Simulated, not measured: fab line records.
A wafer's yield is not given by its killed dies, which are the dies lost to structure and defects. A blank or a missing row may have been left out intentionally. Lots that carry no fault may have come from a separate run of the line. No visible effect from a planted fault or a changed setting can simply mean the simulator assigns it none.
Problem report in the 8D (eight disciplines) form, filled by code    flow berkeley cmos170    the parts of the form that need people (team, actions taken, sign-off) are left out

1. THE PROBLEM
Wafers without a fault read 56.80 W, standard deviation 0.043; heater power total W at UCB170_M3_PEB_13 reads a mean of 56.48 W on 6 wafers belonging to 2 lots. That is -7.5 standard deviations from the usual mean.
The first sign was on wafer L333.1 at day 10 17:02, on litho track-03. The record has a number at this step for 42 wafers belonging to 14 lots. The rule behind "out" and "out of limits": a value lying over 4 standard deviations away from the usual mean. The rest of the wafers with a number are treated as sound.

2. WHAT IT IS, AND WHAT IT ISN'T
question                     is                      is not
which readings at this step  heater power total W    -
which lots                   L333, L336              L325, L326, L327, L328, L329, L330, L332, L337, L341, L342, L344, L346
which wafers of those lots   all that have a number  -
read on which tools          litho track-03          litho track-01, litho track-02
when                         from day 10 17:02       up to then (21 sound wafers); but 15 sound wafers of L337, L341, L342, L344, L346 came after

3. SUSPECTS, AND WHAT RULES EACH OUT
Counting: any tool at a process step up to the reading is kept as a suspect provided that every lot that is out went through it and no sound lot did after the first of them.
- plasma asher-02 at UCB170_M2_STRIP_19 (strips in O2): kept. It processed each lot that is out, first L333 at day 10 12:22, and no sound lot thereafter; up to then, the last sound lot it processed was L332 at day 10 11:20.
- litho track-03 at UCB170_M3_PEB_13: kept. It processed each lot that is out, first L333 at day 10 17:02, and no sound lot thereafter; up to then, the last sound lot it processed was L332 at day 10 16:07. Out on those wafers are its own readings of heater power total W.
Left after counting: plasma asher-02 at UCB170_M2_STRIP_19, litho track-03 at UCB170_M3_PEB_13.

4. THE CAUSE (what the simulator had put in)
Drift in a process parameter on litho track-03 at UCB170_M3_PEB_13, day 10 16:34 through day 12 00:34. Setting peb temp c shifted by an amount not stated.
After counting, 2 suspects remain, this tool included.

5. THE CHAIN OF EFFECTS, in route order
One row per reading whose mean, taken over the struck wafers that have a number, lies over 3 standard deviations from the usual. Only readings whose record carries a usual standard deviation are examined. hours: median over the lots of the time between each lot's start at the first step of this table that gives one and its start at this step. sigmas: the change, counted in usual standard deviations.
hours  step              reading               usual     on struck wafers  change  sigmas
0      UCB170_M3_PEB_13  heater power total W  56.80 W   56.48             -0.32   -7.5
0      UCB170_M3_PEB_13  plate temp C          130.03 C  129.37            -0.66   -4.4
Here are the process steps it includes:
- UCB170_M3_PEB_13

6. WHAT WOULD HAVE CAUGHT IT SOONER
First out-of-limits reading in this record: day 10 17:02, which is 0 hours after fault onset at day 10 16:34.
